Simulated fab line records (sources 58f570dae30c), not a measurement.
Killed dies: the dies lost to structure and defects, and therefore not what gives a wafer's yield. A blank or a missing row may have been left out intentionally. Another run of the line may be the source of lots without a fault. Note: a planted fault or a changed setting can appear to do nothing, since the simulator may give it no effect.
2 desks, one fault | flow berkeleyCmos170 | each desk has only its own numbers; what lay behind them comes last

== DESK OF THE TOOL OWNER: lpcvd-02 ==
The tool's own readings at UCB170_GATE_CVD_04 (deposits poly-Si from SiH4, time 1440 s, target thk 214 nm): means of the sampled wafers that have a number, for each lot that ran on this tool. Any lot whose mean is over 4 standard deviations away from the usual mean is out of limits and marked OUT; that distance is given in the brackets.
Columns: A = sih4FlowSccm at UCB170_GATE_CVD_04, usual 120.1 sccm; B = spikeTcCentreC at UCB170_GATE_CVD_04, usual 612.3 C; C = spikeTcLoadC at UCB170_GATE_CVD_04, usual 630.6 C; D = spikeTcSourceC at UCB170_GATE_CVD_04, usual 629.4 C; E = susceptorTempC at UCB170_GATE_CVD_04, usual 610.0 C; F = zonePowerSourcePct at UCB170_GATE_CVD_04, usual 11.2 %
lot  | first seen here | A     | B               | C                | D               | E               | F
L942 | day 6 10:28     | 120.2 | 612.0           | 634.0            | 628.8           | 610.0           | 11.1
L943 | day 6 10:28     | 120.1 | 612.6           | 627.9            | 628.9           | 610.1           | 12.3
L944 | day 6 10:28     | 119.8 | 612.3           | 629.0            | 629.2           | 609.9           | 12.3
L945 | day 6 10:28     | 120.4 | 611.7           | 634.3            | 628.3           | 609.9           | 11.1
L946 | day 7 08:05     | 119.6 | 613.9           | 629.8            | 629.6           | 610.3           | 12.3
L947 | day 7 08:05     | 120.3 | 612.7           | 633.5            | 629.7           | 610.4           | 11.1
L957 | day 9 01:17     | 120.1 | 588.5 (-20) OUT | 604.1 (-11) OUT  | 603.5 (-24) OUT | 585.1 (-80) OUT | 11.5
L958 | day 9 01:17     | 119.9 | 586.3 (-22) OUT | 609.6 (-8.8) OUT | 604.0 (-23) OUT | 585.4 (-79) OUT | 10.3
This desk's finding: out of limits on L957, L958; first on L957, day 9 01:17 (spikeTcCentreC at UCB170_GATE_CVD_04). L942, L943, L944, L945, L946, L947 stayed within limits.

== FROM THE METROLOGY DESK ==
Means of the sampled wafers that have a number, per lot and without regard to the tool the lot ran on: this is what the gauges read. Any lot whose mean is over 4 standard deviations away from the usual mean is out of limits and marked OUT; that distance is given in the brackets.
Columns: A = GATE_POLY_THK at UCB170_GATE_THK_MEAS_05, usual 213.9 nm
lot  | first seen here | A
L942 | day 6 11:52     | 214.6
L945 | day 6 11:52     | 214.0
L944 | day 6 11:53     | 213.5
L943 | day 6 11:56     | 216.8
L947 | day 7 09:29     | 214.0
L946 | day 7 09:31     | 213.0
L951 | day 8 02:44     | 212.2
L958 | day 9 02:41     | 116.8 (-49) OUT
L957 | day 9 02:41     | 116.3 (-49) OUT
L961 | day 9 13:19     | 213.1
L960 | day 9 13:20     | 212.1
L964 | day 10 15:05    | 216.4
L963 | day 10 15:06    | 214.4
L965 | day 11 06:36    | 215.0
Finding of this desk: L957, L958 out of limits, first seen on L958 at day 9 02:41 (GATE_POLY_THK at UCB170_GATE_THK_MEAS_05). L942, L945, L944, L943, L947, L946, L951, L961, L960, L964, L963, L965 stayed within limits.

== ALL TOGETHER ==
An alarm could have come from the tool owner's desk at day 9 01:17, on L957, L958.
Metrology desk: alarm possible at day 9 02:41 on L957, L958.
The lots listed all ran UCB170_GATE_CVD_04 on lpcvd-02.

== WHAT WAS PUT IN BY THE SIMULATOR ==
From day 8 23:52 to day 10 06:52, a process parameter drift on lpcvd-02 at UCB170_GATE_CVD_04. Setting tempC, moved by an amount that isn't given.
Shown lots that were struck: L957, L958.
Time in hours from fault onset to the first out-of-limits reading at each desk: tool owner's desk 1, metrology desk 3.
